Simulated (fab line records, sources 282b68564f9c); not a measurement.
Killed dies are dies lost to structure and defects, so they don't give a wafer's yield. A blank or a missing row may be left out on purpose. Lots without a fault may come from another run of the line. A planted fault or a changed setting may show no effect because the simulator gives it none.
Tool commonality check | flow rit_cmos | 14 lots, 42 wafers sampled

WHY IT WAS OPENED
At RIT_REOX_THK_MEAS_04 the reading REOX_OXIDE_THK is flagged on 2 of 14 lots. Wafers without a fault read 25.2 nm, standard deviation 0.51.
Rule: a lot is flagged when every wafer of it that has a number lies more than 4 standard deviations from that mean, or none has a number. The other lots count as sound.

lot  | measured    | on            | REOX_OXIDE_THK (nm), wafer by wafer | flag
L398 | day 2 23:04 | film_metro-01 | 25.4 24.9 24.9                      |
L399 | day 3 03:33 | film_metro-01 | 25.0 24.8 25.0                      |
L400 | day 3 11:44 | film_metro-01 | 25.2 25.1 24.6                      |
L402 | day 4 00:34 | film_metro-04 | 25.8 25.1 25.2                      |
L403 | day 4 02:50 | film_metro-01 | 24.4 24.6 24.7                      |
L404 | day 4 05:32 | film_metro-01 | 25.7 25.5 25.5                      |
L407 | day 4 23:28 | film_metro-02 | 29.4 29.5 29.7                      | FLAGGED
L408 | day 5 03:57 | film_metro-04 | 29.7 29.4 29.3                      | FLAGGED
L412 | day 5 19:56 | film_metro-01 | 25.9 25.8 25.7                      |
L413 | day 6 01:08 | film_metro-04 | 25.3 24.8 25.1                      |
L414 | day 6 06:25 | film_metro-01 | 24.8 24.7 24.9                      |
L416 | day 6 20:17 | film_metro-01 | 24.8 25.4 25.3                      |
L417 | day 7 01:49 | film_metro-01 | 25.5 25.4 25.8                      |
L420 | day 7 17:22 | film_metro-02 | 24.6 24.6 24.3                      |
The numbers of the flagged lots are 29.5 nm on average: +4.3 nm against the usual, or +8 standard deviations.

WHICH TOOL RAN EACH LOT
The record holds 1 process step before the reading, out of a route of 202 steps. In each cell: the tool, then ch and the chambers that the sampled wafers went through, then the start.
lot  | flag    | RIT_REOX_OXIDATION_03
L398 |         | furnace-04 ch 0, day 2 20:31
L399 |         | furnace-04 ch 0, day 3 00:59
L400 |         | furnace-03 ch 0, day 3 09:10
L402 |         | furnace-01 ch 0, day 3 22:01
L403 |         | furnace-03 ch 0, day 4 00:17
L404 |         | furnace-01 ch 0, day 4 02:58
L407 | FLAGGED | furnace-01 ch 0, day 4 20:55
L408 | FLAGGED | furnace-01 ch 0, day 5 01:24
L412 |         | furnace-03 ch 0, day 5 17:23
L413 |         | furnace-04 ch 0, day 5 22:34
L414 |         | furnace-03 ch 0, day 6 03:52
L416 |         | furnace-03 ch 0, day 6 17:44
L417 |         | furnace-04 ch 0, day 6 23:16
L420 |         | furnace-03 ch 0, day 7 14:47
What these steps do:
- RIT_REOX_OXIDATION_03: target thk 25.2 nm, ox time 5580 s.
- RIT_REOX_THK_MEAS_04

FLAGGED OVER TOTAL, TOOL BY TOOL (the gauges that took the reading come last)
step                  | tool          | lots run | flagged | share of the flagged lots | sound lots run after its first flagged lot
RIT_REOX_OXIDATION_03 | furnace-01    | 4        | 2       | all                       | 0
RIT_REOX_OXIDATION_03 | furnace-03    | 6        | 0       | none                      | -
RIT_REOX_OXIDATION_03 | furnace-04    | 4        | 0       | none                      | -
RIT_REOX_THK_MEAS_04  | film_metro-01 | 9        | 0       | none                      | -
RIT_REOX_THK_MEAS_04  | film_metro-02 | 2        | 1       | some                      | 1 (L420)
RIT_REOX_THK_MEAS_04  | film_metro-04 | 3        | 1       | some                      | 1 (L413)

WHAT THE TABLE ALLOWS
1 row of the table ran every flagged lot: furnace-01 at RIT_REOX_OXIDATION_03.
- furnace-01 at RIT_REOX_OXIDATION_03: 2 of its 4 lots flagged. Its last sound lot is L404 (day 4 02:58), its first flagged lot L407 (day 4 20:55): a fault that began between those two fits. Its own readings lie more than 4 standard deviations out on every wafer of the flagged lots: spike_tc_centre_C, spike_tc_load_C, spike_tc_source_C, tube_center_temp_C, tube_center_temp_C_max.
One tool is left: furnace-01 at RIT_REOX_OXIDATION_03.

WHAT THE SIMULATOR HAD PUT IN
Process parameter drift: furnace-01, from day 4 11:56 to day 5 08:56, at RIT_REOX_OXIDATION_03. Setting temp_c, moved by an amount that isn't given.
Lots struck among those shown: L407, L408. The rule above found the same.
